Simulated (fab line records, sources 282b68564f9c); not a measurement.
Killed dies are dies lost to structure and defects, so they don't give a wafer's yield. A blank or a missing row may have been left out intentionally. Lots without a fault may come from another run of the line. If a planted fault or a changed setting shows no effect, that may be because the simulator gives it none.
A struck lot beside a sound one + flow rit-cmos + 17 steps out of a route of 202
Sound: the wafers L610.1, L610.2, L610.4. Wafers L620.1, L620.3, L620.6 were the ones struck. Last of all comes the cause.
Each step with rows lists, per side, the tool, then ch with its chambers, then its first start. Under that, the readings that differ: sound wafers + struck wafers + difference of the means + sigmas: that difference in standard deviations of wafers without a fault.
alike: readings with means less than 2 such deviations apart, plus words and numbers identical on both sides. not compared: withheld readings, readings lacking a value on some wafer, bounds such as >300 that could conceal the same value, and numbers that have no deviation in the record and whose values overlap.
Wherever a step has rows on one side only, a row that says differs or no value, or a row with sigmas, the two part there. Numbers that don't overlap but have no deviation are shown without sigmas and don't part them. Lack of a reading on every wafer of one side parts them only where that side has two or more wafers.

first, 2 steps without rows for these wafers: RIT_NRETRO_HARDBAKE_07 (time 120 s); RIT_NRETRO_IMPLANT_08.
RIT_NRETRO_STRIP_09: strips in O2, time 180 s.
  sound on plasma-asher-03 ch 0,1, day 3 19:31; struck on plasma-asher-04 ch 0,1, day 5 19:11
| reading                     | sound       | struck      | difference | sigmas |
|-----------------------------|-------------|-------------|------------|--------|
| drypump-motor-current-A (A) | 5.8 6.0 6.1 | 5.0 5.0 5.5 | -0.8       | -2     |
  not compared: rf-hours-counter-h
RIT_NRETRO_TW_MEAS_10:
  sound on film-metro-02 at day 3 19:41; struck on film-metro-04 at day 5 19:22
  alike: NRETRO_TW
then, 6 steps without rows for these wafers: RIT_PRETRO_HMDS_00 (prime time 60 s); RIT_PRETRO_COAT_01 (resist thk 1300 nm); RIT_PRETRO_SOFTBAKE_02 (time 60 s); RIT_PRETRO_EXPOSE_03 (exposes mask M5, target cd 43700 nm); RIT_PRETRO_PEB_04; RIT_PRETRO_DEVELOP_05 (develop time 68 s).
RIT_PRETRO_OVL_MEAS_06:
  sound on overlay-02 at day 3 20:37; struck on overlay-01 at day 5 20:25
  alike: PRETRO_OVL
then, 1 step without rows for these wafers: RIT_PRETRO_HARDBAKE_07 (time 120 s).
RIT_PRETRO_IMPLANT_08:
  sound on implanter-01 ch 0, day 3 20:55; struck on implanter-03 ch 0, day 5 20:43
| reading            | sound                            | struck                           | difference  | sigmas      |
|--------------------|----------------------------------|----------------------------------|-------------|-------------|
| dose-ions-cm2      | 1.1991e+13 1.2017e+13 1.1989e+13 | 1.0571e+13 1.0573e+13 1.0585e+13 | -1.4227e+12 | -99 or more |
| faraday-current-uA | 38.3 37.6 38.3                   | 34.0 34.3 32.6                   | -4.4        | -5          |
RIT_PRETRO_STRIP_09: strips in O2, time 180 s.
  sound on plasma-asher-01 ch 0,1, day 3 21:04; struck on plasma-asher-02 ch 0,1, day 5 20:52
  alike: drypump-motor-current-A
  not compared: rf-hours-counter-h
RIT_PRETRO_TW_MEAS_10:
  sound on film-metro-04 at day 3 21:14; struck on film-metro-03 at day 5 21:02
| reading   | sound       | struck      | difference | sigmas |
|-----------|-------------|-------------|------------|--------|
| PRETRO_TW | 477 475 476 | 452 449 449 | -26        | -5     |
then, 1 step without rows for these wafers: RIT_GATE_WET_ETCH_00 (etches SiO2 in BOE, target depth 56 nm, time 60 s).
RIT_M1_PROBE_99:
  sound on prober-01 at day 5 03:03; struck on prober-01 at day 7 00:56
| reading                                    | sound                | struck               | difference | sigmas |
|--------------------------------------------|----------------------|----------------------|------------|--------|
| model.etest.nmos_0p15.off-log10-a-um       | -10.37 -10.14 -10.38 | -9.702 -9.504 -9.655 | +0.676     |        |
| model.etest.retro-edge-nmos.off-log10-a-um | -10.29 -9.982 -10.35 | -9.591 -9.583 -9.483 | +0.655     |        |
| model.etest.diode-nplus-pwell.bv-v (V)     | 5.778 5.777 5.809    | 6.063 6.124 6.094    | +0.306     |        |
| model.etest.cap-n-gate.c-min-ff-um2        | 2.377 2.39 2.382     | 2.343 2.347 2.361    | -0.033     |        |
| model.etest.diode-nplus-pwell.cj-ff-um2    | 2.126 2.125 2.12     | 2.034 2.026 2.033    | -0.093     |        |
| model.etest.nmos_0p15.vt-sat-v (V)         | 0.3207 0.3033 0.3138 | 0.2638 0.2571 0.2598 | -0.0524    |        |
| model.etest.nmos_0p15.vt-v (V)             | 0.423 0.4133 0.4199  | 0.379 0.3712 0.3738  | -0.044     |        |
| model.etest.nmos_0p3.vt-sat-v (V)          | 0.5533 0.5506 0.5502 | 0.5248 0.5172 0.5175 | -0.0315    |        |
  alike: killed-at-contacts, killed-at-front-end, killed-dies, killed-open, killed-short

WHERE THEY PART
Last at RIT_PRETRO_TW_MEAS_10 as far as this record goes, first at RIT_NRETRO_STRIP_09. Later steps at which nothing parts them and some readings are alike: RIT_M1_PROBE_99.

WHY: whatever the simulator had introduced
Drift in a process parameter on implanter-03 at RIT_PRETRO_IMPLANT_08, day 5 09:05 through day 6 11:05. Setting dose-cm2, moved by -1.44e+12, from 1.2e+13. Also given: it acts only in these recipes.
